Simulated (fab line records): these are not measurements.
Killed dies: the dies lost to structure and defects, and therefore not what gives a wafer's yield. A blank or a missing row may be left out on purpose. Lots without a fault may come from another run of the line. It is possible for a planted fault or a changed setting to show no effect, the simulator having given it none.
Comparing a struck lot with a sound one | flow berkeley-cmos170 | 15 out of 331 route steps
Sound: wafers L595.1, L595.2, L595.3. The struck wafers were L599.3, L599.4, L599.5. The cause comes at the end.
Per side, at each step with rows, come the tool, then ch with its chambers, and then its first start. Under that, the readings that differ: sound wafers | struck wafers | difference of the means | sigmas: that difference in standard deviations of wafers without a fault.
alike: readings with means less than 2 such deviations apart, plus words and numbers identical on both sides. not compared: withheld readings, readings lacking a value on some wafer, bounds such as >300 that could conceal the same value, and numbers that have no deviation in the record and whose values overlap.
The two part at a step that has a row with sigmas, a row that says differs or no value, or rows on one side only. Numbers that don't overlap but have no deviation are shown without sigmas and don't part them. A reading that every wafer of one side lacks parts them only if that side has two wafers or more.

first, 1 step without rows for these wafers: UCB170_M2_SOFTBAKE_06 (time 60 s).
UCB170_M2_STRIP_07: strips in O2.
  sound on plasma-asher-02 ch 0,1, day 10 06:19; struck on plasma-asher-01 ch 0,1, day 11 15:22
  reading                      | sound             | struck            | difference | sigmas
  strip-time-to-endpoint-s (s) | 21.75 21.74 21.81 | 21.98 21.98 21.97 | +0.21      | +2
  alike: drypump-motor-current-A, o2-flow-sccm, oes-product-au
  not compared: rf-hours-counter-h
then, 7 steps without rows for these wafers: UCB170_M2_STRIP_08 (strips KrF in DMSO, time 600 s); UCB170_M2_COAT_09; UCB170_M2_COAT_10 (resist thk 900 nm); UCB170_M2_SOFTBAKE_11 (time 60 s); UCB170_M2_EXPOSE_12 (exposes mask METAL2, target cd 700 nm); UCB170_M2_PEB_13; UCB170_M2_DEVELOP_14 (develop time 45 s).
UCB170_M2_CD_MEAS_15: the cd target is 700 nm.
  sound: cd-sem-01 at day 10 07:58; struck: cd-sem-01 at day 11 17:25
  alike: cd-nm
UCB170_M2_OVL_MEAS_16:
  sound: overlay-02 at day 10 08:05; struck: overlay-01 at day 11 17:31
  alike: M2_OVL
UCB170_M2_ETCH_17: etches BARC in N2/H2.
  sound on rie-diel-02 ch 1,2,3, day 10 08:08; struck on rie-diel-01 ch 0,1,2, day 11 17:32
  alike: drypump-motor-current-A, oes-product-au, throttle-valve-pct
UCB170_M2_METAL_ETCH_18: etches Al in Cl2/BCl3, stops on SiO2, target depth 1170 nm, time 195 s.
  sound on rie-metal-02 ch 0,1, day 10 08:10; struck on rie-metal-04 ch 0, day 11 17:42
  reading                             | sound             | struck            | difference | sigmas
  oes-product-au (a.u.)               | 0.846 0.850 0.838 | 0.742 0.747 0.735 | -0.103     | -6
  model.KrF_of_M2_COAT_10.thk-nm (nm) | 221.2 202.6 191   | 518.5 517.2 519.4 | +313.4     |
  model.M2.feature-depth-nm (nm)      | 972.4 970.1 965.9 | 640.7 641.3 635.8 | -330.2     |
  model.etch.depth-nm (nm)            | 916.2 912 907.8   | 640.7 641.3 635.8 | -272.7     |
  alike: drypump-motor-current-A, throttle-valve-pct
  not compared: rf-hours-counter-h
UCB170_M2_STRIP_19: strips in O2.
  sound on plasma-asher-01 ch 0,1, day 10 08:22; struck on plasma-asher-01 ch 0,1, day 11 17:59
  reading               | sound             | struck            | difference | sigmas
  o2-flow-sccm (sccm)   | 398.9 397.3 398.8 | 401.1 401.9 401.1 | +3.0       | +2
  oes-product-au (a.u.) | 0.551 0.535 0.512 | 0.724 0.719 0.715 | +0.187     | +12
  alike: drypump-motor-current-A
  not compared: rf-hours-counter-h
UCB170_M2_CD_MEAS_90: the cd target is 700 nm.
  sound: cd-sem-02 at day 10 08:28; struck: cd-sem-02 at day 11 18:05
  reading    | sound             | struck            | difference | sigmas
  cd-nm (nm) | 702.6 700.0 700.3 | 723.9 722.4 723.0 | +22.1      | +8

## WHERE THEY PART
Earliest at UCB170_M2_STRIP_07; latest, in this record, at UCB170_M2_CD_MEAS_90.

WHY: what had been put in by the simulator
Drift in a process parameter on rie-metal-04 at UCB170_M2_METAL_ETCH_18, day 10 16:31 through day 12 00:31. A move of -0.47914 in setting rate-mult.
